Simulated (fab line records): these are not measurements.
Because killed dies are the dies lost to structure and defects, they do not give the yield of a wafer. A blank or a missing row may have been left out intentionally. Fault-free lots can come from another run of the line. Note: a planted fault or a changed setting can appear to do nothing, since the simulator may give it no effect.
Split-lot study | flow rit-cmos | on a route of 202 steps: 5 lots, 23 wafers read

## ON THE SPLIT
At RIT_FOX1_OXIDATION_00 (target thk 350.7 nm, ox time 1130 s), the setting ox-time-s was moved away from the recipe's 1130 s on 15 of the 23 wafers read, by -7.5% to +12.7%. All remaining wafers had this setting at the recipe value.

The file shows no step between the split and the reading.

## THE READING
At RIT_FOX1_THK_MEAS_01: FOX1_OXIDE_THK, given in nm. Typical for fault-free wafers on this fab line: 352 nm, with standard deviation 7.4 nm.

wafer  | tool, chamber at the split | ox-time-s as run, s | against the recipe | FOX1_OXIDE_THK, nm | against lot-mates on the recipe
L074.1 | -, -                       | 1274                | +12.7%             | 385                | no lot-mate on the recipe
L074.2 | -, -                       | 1274                | +12.7%             | 385                | no lot-mate on the recipe
L074.3 | -, -                       | 1274                | +12.7%             | 385                | no lot-mate on the recipe
L074.4 | -, -                       | 1274                | +12.7%             | 385                | no lot-mate on the recipe
L074.6 | -, -                       | 1274                | +12.7%             | 385                | no lot-mate on the recipe
L075.1 | -, -                       | 1045                | -7.5%              | 335                | no lot-mate on the recipe
L075.2 | -, -                       | 1045                | -7.5%              | 338                | no lot-mate on the recipe
L075.3 | -, -                       | 1045                | -7.5%              | 333                | no lot-mate on the recipe
L075.4 | -, -                       | 1045                | -7.5%              | 332                | no lot-mate on the recipe
L075.5 | -, -                       | 1045                | -7.5%              | 328                | no lot-mate on the recipe
L078.1 | -, -                       | 1193                | +5.6%              | 370                | no lot-mate on the recipe
L078.2 | -, -                       | 1193                | +5.6%              | 371                | no lot-mate on the recipe
L078.4 | -, -                       | 1193                | +5.6%              | 372                | no lot-mate on the recipe
L078.5 | -, -                       | 1193                | +5.6%              | 375                | no lot-mate on the recipe
L078.6 | -, -                       | 1193                | +5.6%              | 374                | no lot-mate on the recipe
L079.3 | furnace-01, 0              | 1130                | recipe             | 340                | -
L079.4 | furnace-01, 0              | 1130                | recipe             | 345                | -
L079.5 | furnace-01, 0              | 1130                | recipe             | 340                | -
L084.1 | -, -                       | 1130                | recipe             | 353                | -
L084.2 | -, -                       | 1130                | recipe             | 360                | -
L084.4 | -, -                       | 1130                | recipe             | 358                | -
L084.5 | -, -                       | 1130                | recipe             | 359                | -
L084.6 | -, -                       | 1130                | recipe             | 355                | -

FIT RESULTS
A straight line over all 23 wafers: FOX1_OXIDE_THK changes by +2.66 nm for each +1% of ox-time-s; r = +0.96; the points scatter about the line by 5.8 nm.
Too few moved wafers with a lot-mate on the recipe to fit a line net of each lot's own level.

## THE WHOLE CHAIN: every reading that the file lists as answering this split, in the file's order
step                  | what it does                        | reading                                                                           | change (the file's fit)              | r (the file's)
RIT_FOX1_OXIDATION_00 | target thk 350.7 nm, ox time 1130 s | SiO2_of_FOX1_OXIDATION_00.thk-nm (the simulator's own value, which no gauge read) | +2.65 nm for each +1% of the setting | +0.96
RIT_FOX1_THK_MEAS_01  |                                     | FOX1_OXIDE_THK                                                                    | +2.65 for each +1% of the setting    | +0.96

## FILE'S OWN FIT
FOX1_OXIDE_THK changes by +2.65 nm for each +1% of ox-time-s, r = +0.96.
